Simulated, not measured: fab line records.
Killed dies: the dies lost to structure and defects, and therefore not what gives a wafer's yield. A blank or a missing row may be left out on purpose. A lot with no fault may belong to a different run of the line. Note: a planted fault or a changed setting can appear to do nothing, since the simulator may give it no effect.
fab line records	flow rit-cmos	part 1 of 2: steps 1 to 35 of 47
[record] lots = 5	wafers = 15	last-day = 6
route steps=202 shown GATE@88 REOX@98 NLDD@103 PLDD@114 SPACER@125 NSD@131
lots untouched by any fault: they come from a run of this same line in which no faults occurred
start-h: hours from the record's opening day to when the first of the lot's shown wafers began	wait-h: time in hours since the lot's previous step	" as in the row above	L1.1+2: a row that stands for several wafers	- value missing, or start not given	* or withheld: withheld	< > ~ a bound
route shown NAME@n: a module of which the file shows steps, and the number in the route of the first	usual: the fault-free wafers' mean and standard deviation	same: alike in all rows	chamber/n: place in a boat	sites: each site's reading	_std_site: how widely they spread, as a standard deviation	_edge_site: outer sites' mean less inner sites'	radius-mm: how far each site lies from the wafer's centre	mask NAME#n: copy n	behind: the tool/chamber that last shaped the wafer	hold: why the lot was held/for how many hours/how that ended	device: the transistor (n, p or np) that didn't switch	end of line: tests of these same wafers at the route's end	a step with no rows: only its recipe	killed: count of dies lost to structure and defects at first sort (not the wafer's yield)	map: a wafer's dies, x killed, . not, _ none there
set.NAME: the setting the step ran with; set.NAME@STEP: the setting that earlier step ran with	model.NAME: the simulator's own value behind a step, which no gauge read
lots at some steps of the route; a table a step, a row a wafer
services: a tool's chamber out of use, with start hour (start-h, from the record's first day; less than 0 if before it), hours out, and reason
[[steps]]
[step RIT_GATE_SOFTBAKE_12]
[recipe] resist = NOVOLAK	temp-c = 90	time-s = 60
[usual] heater-power-total-W = 34.56/0.055
lot.wafer	tool	chamber	start-h	wait-h	heater-power-total-W
L075.1	litho-track-04	0	44.34	0.1	34.65
L075.4	"	0	"	"	34.59
L075.6	"	0	"	"	34.58
L079.1	litho-track-04	0	64.92	0.1	34.61
L079.4	"	0	"	"	34.62
L079.6	"	0	"	"	34.55
L084.2	litho-track-01	0	93.16	0.1	34.58
L084.4	"	0	"	"	34.57
L084.6	"	0	"	"	34.59
L092.2	litho-track-03	0	127.12	0.1	34.64
L092.3	"	0	"	"	34.49
L092.6	"	0	"	"	34.61
L093.1	litho-track-03	0	132.90	0.1	34.47
L093.3	"	0	"	"	34.58
L093.6	"	0	"	"	34.49
[step RIT_GATE_EXPOSE_13]
[recipe] mask-id = M6	na = 0.6	source-shape = conventional	sigma-outer = 0.6	target-cd-nm = 150	dose-mj = 380
lot.wafer	tool	chamber	start-h	wait-h	mask
L075.1+4+6	iline-stepper-02	0	44.62	0.2	M6#0
L079.1+4+6	iline-stepper-02	0	65.19	0.2	M6#0
L084.2+4+6	iline-stepper-02	0	93.43	0.2	M6#0
L092.2+3+6	iline-stepper-02	0	127.26	0.1	M6#0
L093.1+3+6	iline-stepper-02	0	133.05	0.1	M6#0
[step RIT_GATE_PEB_14]
[recipe] resist = NOVOLAK	temp-c = withheld	time-s = withheld
lot.wafer	tool	chamber	start-h	wait-h
L075.1+4+6	litho-track-01	0	44.73	0.1
L079.1+4+6	litho-track-04	0	65.31	0.1
L084.2+4+6	litho-track-01	0	93.55	0.1
L092.2+3+6	litho-track-01	0	127.38	0.1
L093.1+3+6	litho-track-04	0	133.17	0.1
[step RIT_GATE_DEVELOP_15]
[recipe] resist = NOVOLAK	develop-time-s = 50	dev-temp-c = 23
lot.wafer	tool	chamber	start-h	wait-h
L075.1+4+6	litho-track-01	0	-	-
L079.1+4+6	litho-track-04	0	-	-
L084.2+4+6	litho-track-01	0	-	-
L092.2+3+6	litho-track-01	0	-	-
L093.1+3+6	litho-track-04	0	-	-
[step RIT_GATE_CD_MEAS_16]
[recipe] target-cd-nm = 150
[usual] cd-nm = 150.0/2.1
lot.wafer	tool	chamber	start-h	wait-h	cd-nm
L075.1	cd-sem-02	-	45.01	-	151.5
L075.4	"	-	"	"	151.7
L075.6	"	-	"	"	151.4
L079.1	cd-sem-01	-	65.59	-	150.0
L079.4	"	-	"	"	150.9
L079.6	"	-	"	"	147.6
L084.2	cd-sem-01	-	93.83	-	150.4
L084.4	"	-	"	"	149.3
L084.6	"	-	"	"	151.3
L092.2	cd-sem-02	-	127.66	-	149.7
L092.3	"	-	"	"	149.8
L092.6	"	-	"	"	151.3
L093.1	cd-sem-01	-	133.45	-	155.9
L093.3	"	-	"	"	154.0
L093.6	"	-	"	"	153.0
[step RIT_GATE_OVL_MEAS_17]
[usual] GATE_OVL = -0.3/1.2
lot.wafer	tool	chamber	start-h	wait-h	GATE_OVL[nm]
L075.1	overlay-01	-	45.13	0.1	0.6
L075.4	"	-	"	"	-1.5
L075.6	"	-	"	"	1.2
L079.1	overlay-02	-	65.71	0.1	-0.7
L079.4	"	-	"	"	0.0
L079.6	"	-	"	"	-1.5
L084.2	overlay-01	-	93.94	0.1	0.4
L084.4	"	-	"	"	0.0
L084.6	"	-	"	"	0.1
L092.2	overlay-01	-	127.77	0.1	-1.2
L092.3	"	-	"	"	-1.2
L092.6	"	-	"	"	0.5
L093.1	overlay-01	-	133.57	0.1	-0.8
L093.3	"	-	"	"	-0.3
L093.6	"	-	"	"	-1.5
[step RIT_GATE_HARDBAKE_18]
[recipe] resist = NOVOLAK	temp-c = 140	time-s = 60
[usual] heater-power-total-W = 62.54/0.046
lot.wafer	tool	chamber	start-h	wait-h	heater-power-total-W
L075.1	litho-track-01	0	45.17	0.0	62.44
L075.4	"	0	"	"	62.53
L075.6	"	0	"	"	62.58
L079.1	litho-track-01	0	65.75	0.0	62.63
L079.4	"	0	"	"	62.56
L079.6	"	0	"	"	62.56
L084.2	litho-track-04	0	93.99	0.0	62.47
L084.4	"	0	"	"	62.55
L084.6	"	0	"	"	62.59
L092.2	litho-track-01	0	127.82	0.0	62.57
L092.3	"	0	"	"	62.58
L092.6	"	0	"	"	62.57
L093.1	litho-track-04	0	133.61	0.0	62.47
L093.3	"	0	"	"	62.52
L093.6	"	0	"	"	62.50
[step RIT_GATE_ETCH_19]
[recipe] chemistry = SF6/CHF3/O2	time-s = 165	SF6_flow_sccm = 30	CHF3_flow_sccm = 30	O2_flow_sccm = 5	target = poly-Si	pressure-mtorr = 40	rf-w = 160	target-depth-a = 3125	over-etch-frac = 0.25	stop-on = SiO2
[usual] CHF3_flow_sccm = 30.00/0.093	drypump-motor-current-A = 5.8/0.52	oes-product-au = 0.849/0.01	throttle-valve-pct = 10.29/0.12
lot.wafer	tool	chamber	start-h	wait-h	CHF3_flow_sccm	drypump-motor-current-A	oes-product-au	rf-hours-counter-h	throttle-valve-pct
L075.1	rie-si-01	2	45.32	0.1	29.81	5.3	0.841	77	10.24
L075.4	"	3	"	"	29.89	6.7	0.847	47	10.09
L075.6	"	1	"	"	30.21	5.9	0.845	-	10.37
L079.1	rie-si-01	0	65.90	0.1	29.89	6.7	0.828	60	10.27
L079.4	"	3	"	"	30.03	6.8	0.853	47	10.07
L079.6	"	1	"	"	30.14	5.9	0.852	-	10.37
L084.2	rie-si-02	3	94.12	0.1	29.96	5.4	0.836	133	10.46
L084.4	"	1	"	"	30.06	5.6	0.842	12	10.37
L084.6	"	2	"	"	29.92	5.4	0.847	-	10.41
L092.2	rie-si-02	1	127.95	0.1	30.03	5.6	0.849	12	10.37
L092.3	"	3	"	"	29.89	5.4	0.870	133	10.46
L092.6	"	1	"	"	29.93	5.6	0.853	-	10.37
L093.1	rie-si-01	0	133.76	0.1	30.04	6.7	0.839	60	10.27
L093.3	"	1	"	"	29.87	5.9	0.845	70	10.37
L093.6	"	2	"	"	29.84	5.3	0.834	-	10.23
[step RIT_GATE_STRIP_20]
[recipe] chemistry = O2	time-s = 180	resist = NOVOLAK	platen-temp-c = withheld	power-w = 500	pressure-mtorr = 4000	o2-flow-sccm = 4000
[usual] drypump-motor-current-A = 5.9/0.5
lot.wafer	tool	chamber	start-h	wait-h	drypump-motor-current-A	rf-hours-counter-h
L075.1	plasma-asher-02	0	45.43	0.1	5.9	42
L075.4	"	1	"	"	5.9	-
L075.6	"	1	"	"	5.9	-
L079.1	plasma-asher-01	0	66.00	0.1	4.9	29
L079.4	"	1	"	"	6.6	-
L079.6	"	0	"	"	4.9	-
L084.2	plasma-asher-01	0	94.22	0.1	5.0	31
L084.4	"	1	"	"	6.6	-
L084.6	"	0	"	"	5.0	-
L092.2	plasma-asher-02	1	128.06	0.1	5.9	51
L092.3	"	1	"	"	5.8	-
L092.6	"	1	"	"	5.9	-
L093.1	plasma-asher-01	1	133.87	0.1	6.6	34
L093.3	"	1	"	"	6.6	-
L093.6	"	1	"	"	6.6	-
[step RIT_GATE_CD_MEAS_90]
[recipe] target-cd-nm = 150
[usual] cd-nm = 150.0/2.1
lot.wafer	tool	chamber	start-h	wait-h	cd-nm
L075.1	cd-sem-01	-	45.60	0.1	151.4
L075.4	"	-	"	"	151.2
L075.6	"	-	"	"	151.7
L079.1	cd-sem-02	-	66.18	0.1	149.8
L079.4	"	-	"	"	151.5
L079.6	"	-	"	"	147.7
L084.2	cd-sem-02	-	94.42	0.1	151.1
L084.4	"	-	"	"	149.5
L084.6	"	-	"	"	150.7
L092.2	cd-sem-02	-	128.25	0.1	150.1
L092.3	"	-	"	"	150.0
L092.6	"	-	"	"	151.6
L093.1	cd-sem-01	-	134.04	0.1	155.8
L093.3	"	-	"	"	153.4
L093.6	"	-	"	"	152.7
[step RIT_REOX_CLEAN_00]
[recipe] chemistry = SC1	mix = 3:3:50	time-s = 600	temp-c = 75
lot.wafer	tool	chamber	start-h	wait-h
L075.1+4+6	wet-bench-01	3	45.72	0.1
L079.1+4+6	wet-bench-01	3	66.30	0.1
L084.2+4+6	wet-bench-02	0	94.52	0.1
L092.2+3+6	wet-bench-03	1	128.35	0.1
L093.1+3+6	wet-bench-01	2	134.16	0.1
[step RIT_REOX_CLEAN_01]
[recipe] chemistry = dHF	dilution = 50:1	time-s = 30
lot.wafer	tool	chamber	start-h	wait-h
L075.1+4+6	wet-bench-02	3	45.90	0.0
L079.1+4+6	wet-bench-02	2	66.51	0.0
L084.2+4+6	wet-bench-01	3	94.69	0.0
L092.2+3+6	wet-bench-01	2	128.53	0.0
L093.1+3+6	wet-bench-02	2	134.35	0.0
[step RIT_REOX_CLEAN_02]
[recipe] chemistry = SC2	mix = 3:3:50	time-s = 600	temp-c = 75	dry = n2-spin
lot.wafer	tool	chamber	start-h	wait-h
L075.1+4+6	wet-bench-03	0	45.92	0.0
L079.1+4+6	wet-bench-01	2	66.52	0.0
L084.2+4+6	wet-bench-02	1	94.71	0.0
L092.2+3+6	wet-bench-02	0	128.54	0.0
L093.1+3+6	wet-bench-01	3	134.37	0.0
[step RIT_REOX_OXIDATION_03]
[recipe] temp-c = 900	ambient = O2	target-thk-a = 252	ox-time-s = 5580
lot.wafer	tool	chamber	start-h	wait-h
L075.1+4+6	furnace-01	0	46.99	0.7
L079.1+4+6	furnace-04	0	67.74	1.0
L084.2+4+6	furnace-01	0	95.37	0.5
L092.2+3+6	furnace-01	0	130.23	1.5
L093.1+3+6	furnace-01	0	135.37	0.8
[step RIT_REOX_THK_MEAS_04]
[recipe] reads = SiO2_of_REOX_OXIDATION_03
[usual] REOX_OXIDE_THK = 25.2/0.42
lot.wafer	tool	chamber	start-h	wait-h	REOX_OXIDE_THK[nm]
L075.1	film-metro-04	-	49.54	0.0	25.7
L075.4	"	-	"	"	25.8
L075.6	"	-	"	"	25.5
L079.1	film-metro-01	-	70.29	0.0	25.2
L079.4	"	-	"	"	25.1
L079.6	"	-	"	"	25.1
L084.2	film-metro-01	-	97.93	0.0	25.7
L084.4	"	-	"	"	25.4
L084.6	"	-	"	"	25.0
L092.2	film-metro-01	-	132.79	0.0	24.9
L092.3	"	-	"	"	24.9
L092.6	"	-	"	"	25.4
L093.1	film-metro-01	-	137.92	0.0	25.6
L093.3	"	-	"	"	25.7
L093.6	"	-	"	"	25.9
[step RIT_NLDD_HMDS_00]
[recipe] prime-time-s = 60	prime-temp-c = 140
lot.wafer	tool	chamber	start-h	wait-h
L075.1+4+6	litho-track-02	0	49.60	0.1
L079.1+4+6	litho-track-02	0	70.35	0.1
L084.2+4+6	litho-track-01	0	98.01	0.1
L092.2+3+6	litho-track-01	0	132.87	0.1
L093.1+3+6	litho-track-03	0	137.98	0.1
[step RIT_NLDD_COAT_01]
[recipe] resist = NOVOLAK	spin-rpm = 3250	resist-thk-nm = 1000
lot.wafer	tool	chamber	start-h	wait-h
L075.1+4+6	litho-track-02	0	49.75	0.1
L079.1+4+6	litho-track-02	0	70.50	0.1
L084.2+4+6	litho-track-01	0	98.16	0.1
L092.2+3+6	litho-track-01	0	133.02	0.1
L093.1+3+6	litho-track-03	0	138.13	0.1
[step RIT_NLDD_SOFTBAKE_02]
[recipe] resist = NOVOLAK	temp-c = 90	time-s = 60
[usual] heater-power-total-W = 34.57/0.049
lot.wafer	tool	chamber	start-h	wait-h	heater-power-total-W
L075.1	litho-track-02	0	49.90	0.1	34.52
L075.4	"	0	"	"	34.63
L075.6	"	0	"	"	34.54
L079.1	litho-track-02	0	70.65	0.1	34.64
L079.4	"	0	"	"	34.48
L079.6	"	0	"	"	34.54
L084.2	litho-track-01	0	98.31	0.1	34.56
L084.4	"	0	"	"	34.62
L084.6	"	0	"	"	34.61
L092.2	litho-track-01	0	133.17	0.1	34.55
L092.3	"	0	"	"	34.59
L092.6	"	0	"	"	34.60
L093.1	litho-track-03	0	138.28	0.1	34.60
L093.3	"	0	"	"	34.57
L093.6	"	0	"	"	34.56
[step RIT_NLDD_EXPOSE_03]
[recipe] mask-id = M7	na = 0.57	target-cd-nm = 40700	dose-mj = 250
lot.wafer	tool	chamber	start-h	wait-h	mask
L075.1+4+6	iline-stepper-02	0	50.05	0.1	M7#0
L079.1+4+6	iline-stepper-01	0	70.80	0.1	M7#0
L084.2+4+6	iline-stepper-01	0	98.45	0.1	M7#0
L092.2+3+6	iline-stepper-01	0	133.31	0.1	M7#0
L093.1+3+6	iline-stepper-02	0	138.55	0.2	M7#0
[step RIT_NLDD_PEB_04]
[recipe] resist = NOVOLAK	temp-c = withheld	time-s = withheld
lot.wafer	tool	chamber	start-h	wait-h
L075.1+4+6	litho-track-02	0	50.17	0.1
L079.1+4+6	litho-track-02	0	70.91	0.1
L084.2+4+6	litho-track-01	0	98.58	0.1
L092.2+3+6	litho-track-02	0	133.43	0.1
L093.1+3+6	litho-track-02	0	138.67	0.1
[step RIT_NLDD_DEVELOP_05]
[recipe] resist = NOVOLAK	develop-time-s = 50	dev-temp-c = 23
lot.wafer	tool	chamber	start-h	wait-h
L075.1+4+6	litho-track-02	0	-	-
L079.1+4+6	litho-track-02	0	-	-
L084.2+4+6	litho-track-01	0	-	-
L092.2+3+6	litho-track-02	0	-	-
L093.1+3+6	litho-track-02	0	-	-
[step RIT_NLDD_OVL_MEAS_06]
[usual] NLDD_OVL = 1.4/1.3
lot.wafer	tool	chamber	start-h	wait-h	NLDD_OVL[nm]
L075.1	overlay-01	-	50.45	-	2.3
L075.4	"	-	"	"	0.5
L075.6	"	-	"	"	0.9
L079.1	overlay-01	-	71.20	-	0.4
L079.4	"	-	"	"	3.5
L079.6	"	-	"	"	0.7
L084.2	overlay-01	-	98.84	-	2.1
L084.4	"	-	"	"	0.4
L084.6	"	-	"	"	1.5
L092.2	overlay-01	-	133.70	-	1.9
L092.3	"	-	"	"	2.1
L092.6	"	-	"	"	0.3
L093.1	overlay-01	-	138.95	-	1.6
L093.3	"	-	"	"	0.6
L093.6	"	-	"	"	1.4
[step RIT_NLDD_HARDBAKE_07]
[recipe] resist = NOVOLAK	temp-c = 140	time-s = 60
[usual] heater-power-total-W = 62.54/0.048
lot.wafer	tool	chamber	start-h	wait-h	heater-power-total-W
L075.1	litho-track-02	0	50.49	0.0	62.58
L075.4	"	0	"	"	62.49
L075.6	"	0	"	"	62.55
L079.1	litho-track-01	0	71.23	0.0	62.53
L079.4	"	0	"	"	62.61
L079.6	"	0	"	"	62.54
L084.2	litho-track-01	0	98.89	0.0	62.49
L084.4	"	0	"	"	62.42
L084.6	"	0	"	"	62.58
L092.2	litho-track-03	0	133.75	0.0	62.50
L092.3	"	0	"	"	62.52
L092.6	"	0	"	"	62.56
L093.1	litho-track-03	0	138.99	0.0	62.57
L093.3	"	0	"	"	62.48
L093.6	"	0	"	"	62.55
[step RIT_NLDD_IMPLANT_08]
[recipe] species = P	energy-kev = 20	dose-cm2 = 5e+14	tilt-deg = 7
lot.wafer	tool	chamber	start-h	wait-h
L075.1+4+6	implanter-04	0	50.64	0.1
L079.1+4+6	implanter-02	0	71.38	0.1
L084.2+4+6	implanter-02	0	99.04	0.1
L092.2+3+6	implanter-02	0	133.90	0.1
L093.1+3+6	implanter-02	0	139.14	0.1
[step RIT_NLDD_STRIP_09]
[recipe] chemistry = O2	time-s = 180	resist = NOVOLAK	platen-temp-c = withheld	power-w = 500	pressure-mtorr = 4000	o2-flow-sccm = 4000
[usual] drypump-motor-current-A = 5.8/0.32
lot.wafer	tool	chamber	start-h	wait-h	drypump-motor-current-A	rf-hours-counter-h
L075.1	plasma-asher-03	1	50.79	0.1	5.2	38
L075.4	"	0	"	"	5.5	-
L075.6	"	1	"	"	5.2	-
L079.1	plasma-asher-04	0	71.53	0.1	5.8	42
L079.4	"	0	"	"	5.7	-
L079.6	"	1	"	"	6.2	-
L084.2	plasma-asher-04	0	99.17	0.1	5.8	45
L084.4	"	0	"	"	5.7	-
L084.6	"	1	"	"	6.2	-
L092.2	plasma-asher-04	0	134.03	0.1	5.8	2
L092.3	"	0	"	"	5.8	-
L092.6	"	0	"	"	5.7	-
L093.1	plasma-asher-04	0	139.29	0.1	5.8	2
L093.3	"	1	"	"	6.2	-
L093.6	"	1	"	"	6.2	-
[step RIT_NLDD_TW_MEAS_10]
[usual] NLDD_TW = 2479/22
lot.wafer	tool	chamber	start-h	wait-h	NLDD_TW
L075.1	film-metro-02	-	50.96	0.1	2491
L075.4	"	-	"	"	2513
L075.6	"	-	"	"	2510
L079.1	film-metro-04	-	71.71	0.1	2477
L079.4	"	-	"	"	2487
L079.6	"	-	"	"	2480
L084.2	film-metro-04	-	99.35	0.1	2482
L084.4	"	-	"	"	2482
L084.6	"	-	"	"	2479
L092.2	film-metro-04	-	134.21	0.1	2470
L092.3	"	-	"	"	2460
L092.6	"	-	"	"	2489
L093.1	film-metro-03	-	139.46	0.1	2457
L093.3	"	-	"	"	2448
L093.6	"	-	"	"	2442
[step RIT_PLDD_HMDS_00]
[recipe] prime-time-s = 60	prime-temp-c = 140
lot.wafer	tool	chamber	start-h	wait-h
L075.1+4+6	litho-track-02	0	51.02	0.1
L079.1+4+6	litho-track-04	0	71.77	0.1
L084.2+4+6	litho-track-04	0	99.43	0.1
L092.2+3+6	litho-track-02	0	134.29	0.1
L093.1+3+6	litho-track-02	0	139.52	0.1
[step RIT_PLDD_COAT_01]
[recipe] resist = NOVOLAK	spin-rpm = 3250	resist-thk-nm = 1000
lot.wafer	tool	chamber	start-h	wait-h
L075.1+4+6	litho-track-02	0	51.17	0.1
L079.1+4+6	litho-track-04	0	71.92	0.1
L084.2+4+6	litho-track-04	0	99.58	0.1
L092.2+3+6	litho-track-02	0	134.44	0.1
L093.1+3+6	litho-track-02	0	139.67	0.1
[step RIT_PLDD_SOFTBAKE_02]
[recipe] resist = NOVOLAK	temp-c = 90	time-s = 60
[usual] heater-power-total-W = 34.56/0.055
lot.wafer	tool	chamber	start-h	wait-h	heater-power-total-W
L075.1	litho-track-02	0	51.32	0.1	34.57
L075.4	"	0	"	"	34.58
L075.6	"	0	"	"	34.53
L079.1	litho-track-04	0	72.07	0.1	34.57
L079.4	"	0	"	"	34.54
L079.6	"	0	"	"	34.50
L084.2	litho-track-04	0	99.73	0.1	34.54
L084.4	"	0	"	"	34.58
L084.6	"	0	"	"	34.46
L092.2	litho-track-02	0	134.59	0.1	34.53
L092.3	"	0	"	"	34.63
L092.6	"	0	"	"	34.62
L093.1	litho-track-02	0	139.82	0.1	34.50
L093.3	"	0	"	"	34.61
L093.6	"	0	"	"	34.59
[step RIT_PLDD_EXPOSE_03]
[recipe] mask-id = M8	na = 0.57	target-cd-nm = 40900	dose-mj = 250
lot.wafer	tool	chamber	start-h	wait-h	mask
L075.1+4+6	iline-stepper-02	0	51.54	0.2	M8#0
L079.1+4+6	iline-stepper-01	0	72.22	0.1	M8#0
L084.2+4+6	iline-stepper-02	0	100.00	0.2	M8#0
L092.2+3+6	iline-stepper-01	0	134.86	0.2	M8#0
L093.1+3+6	iline-stepper-02	0	140.10	0.2	M8#0
[step RIT_PLDD_PEB_04]
[recipe] resist = NOVOLAK	temp-c = withheld	time-s = withheld
lot.wafer	tool	chamber	start-h	wait-h
L075.1+4+6	litho-track-03	0	51.66	0.1
L079.1+4+6	litho-track-04	0	72.33	0.1
L084.2+4+6	litho-track-02	0	100.12	0.1
L092.2+3+6	litho-track-02	0	134.98	0.1
L093.1+3+6	litho-track-03	0	140.21	0.1
[step RIT_PLDD_DEVELOP_05]
[recipe] resist = NOVOLAK	develop-time-s = 50	dev-temp-c = 23
lot.wafer	tool	chamber	start-h	wait-h
L075.1+4+6	litho-track-03	0	-	-
L079.1+4+6	litho-track-04	0	-	-
L084.2+4+6	litho-track-02	0	-	-
L092.2+3+6	litho-track-02	0	-	-
L093.1+3+6	litho-track-03	0	-	-
[step RIT_PLDD_OVL_MEAS_06]
[usual] PLDD_OVL = 0.7/1.3
lot.wafer	tool	chamber	start-h	wait-h	PLDD_OVL[nm]
L075.1	overlay-02	-	51.94	-	0.4
L075.4	"	-	"	"	-0.4
L075.6	"	-	"	"	0.0
L079.1	overlay-01	-	72.62	-	3.7
L079.4	"	-	"	"	2.1
L079.6	"	-	"	"	3.5
L084.2	overlay-02	-	100.39	-	1.8
L084.4	"	-	"	"	2.8
L084.6	"	-	"	"	1.8
L092.2	overlay-01	-	135.24	-	1.7
L092.3	"	-	"	"	0.9
L092.6	"	-	"	"	1.0
L093.1	overlay-02	-	140.50	-	1.9
L093.3	"	-	"	"	-0.1
L093.6	"	-	"	"	0.4
[step RIT_PLDD_HARDBAKE_07]
[recipe] resist = NOVOLAK	temp-c = 140	time-s = 60
[usual] heater-power-total-W = 62.55/0.047
lot.wafer	tool	chamber	start-h	wait-h	heater-power-total-W
L075.1	litho-track-03	0	51.97	0.0	62.59
L075.4	"	0	"	"	62.61
L075.6	"	0	"	"	62.57
L079.1	litho-track-02	0	72.65	0.0	62.49
L079.4	"	0	"	"	62.49
L079.6	"	0	"	"	62.50
L084.2	litho-track-04	0	100.44	0.0	62.63
L084.4	"	0	"	"	62.57
L084.6	"	0	"	"	62.57
L092.2	litho-track-03	0	135.30	0.0	62.61
L092.3	"	0	"	"	62.60
L092.6	"	0	"	"	62.62
L093.1	litho-track-03	0	140.53	0.0	62.56
L093.3	"	0	"	"	62.60
L093.6	"	0	"	"	62.57
[step RIT_PLDD_IMPLANT_08]
[recipe] species = BF2	energy-kev = 20	dose-cm2 = 9e+14	tilt-deg = 7
lot.wafer	tool	chamber	start-h	wait-h
L075.1+4+6	implanter-01	0	52.12	0.1
L079.1+4+6	implanter-04	0	72.80	0.1
L084.2+4+6	implanter-03	0	100.59	0.1
L092.2+3+6	implanter-03	0	135.45	0.1
L093.1+3+6	implanter-04	0	140.68	0.1
